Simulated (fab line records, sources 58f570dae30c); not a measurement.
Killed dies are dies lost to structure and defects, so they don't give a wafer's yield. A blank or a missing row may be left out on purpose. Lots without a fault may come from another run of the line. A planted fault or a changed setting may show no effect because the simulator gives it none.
Problem report in the 8D (eight disciplines) form, filled by code | flow berkeley_cmos170 | the parts of the form that need people (team, actions taken, sign-off) are left out

1. THE PROBLEM
spin_speed_rpm at UCB170_NSD_COAT_01 reads a mean of 1359.0 rpm on 6 wafers of 2 lots; wafers without a fault read 1499.8 rpm with a standard deviation of 1.1. That is -99 or more standard deviations from the usual mean.
The step: resist thk 900 nm.
First seen on wafer L863.2, day 11 11:37, on litho_track-03. The record holds 42 wafers of 14 lots with a number at this step. Rule for "out", or "out of limits": more than 4 standard deviations from the usual mean. The other wafers with a number count as sound.

2. WHAT IT IS AND WHAT IT IS NOT
question                    | is                     | is not
which readings at this step | spin_speed_rpm         | -
which lots                  | L863, L864             | L849, L850, L851, L852, L853, L855, L856, L857, L859, L862, L869, L870
which wafers of those lots  | all that have a number | -
read on which tools         | litho_track-03         | litho_track-02, litho_track-04
when                        | from day 11 11:37      | up to then (27 sound wafers); but 9 sound wafers of L862, L869, L870 came after

3. SUSPECTS, AND WHAT RULES EACH OUT
Counting: a tool at a process step up to the reading stays a suspect if it ran every lot that is out and no sound lot after the first of them.
- litho_track-03 at UCB170_NSD_COAT_01 (resist thk 900 nm): kept. It ran every lot that is out, first L863 (day 11 11:37), and no sound lot after that; its last sound lot up to then is L856 (day 9 19:05). Its own readings are out on those wafers: spin_speed_rpm.
Left after counting: litho_track-03 at UCB170_NSD_COAT_01.

4. THE CAUSE (what the simulator had put in)
Process parameter drift: litho_track-03, from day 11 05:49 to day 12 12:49, at UCB170_NSD_COAT_01. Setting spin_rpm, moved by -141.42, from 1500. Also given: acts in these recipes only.
Counting left only this tool.

5. THE CHAIN OF EFFECTS, in route order
Each row: a reading whose mean over the struck wafers that have a number lies more than 3 standard deviations from the usual. Only readings for which the record gives a usual standard deviation are gone through. hours: the time from each lot's start at the first step in this table that gives one to its start at this step, as a median over the lots. sigmas: the change in usual standard deviations.
hours | step                | reading                  | usual      | on struck wafers | change | sigmas
0     | UCB170_NSD_COAT_01  | spin_speed_rpm           | 1499.8 rpm | 1359.0           | -140.8 | -99 or more
1     | UCB170_NSD_STRIP_09 | strip_time_to_endpoint_s | 35.93 s    | 37.11            | +1.18  | +14
The process steps in it:
- UCB170_NSD_COAT_01: resist thk 900 nm.
- UCB170_NSD_STRIP_09: strips in O2.

6. WHAT WOULD HAVE CAUGHT IT SOONER
In this record the first reading out of limits was taken at day 11 11:37, 6 hours after the fault began at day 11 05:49.
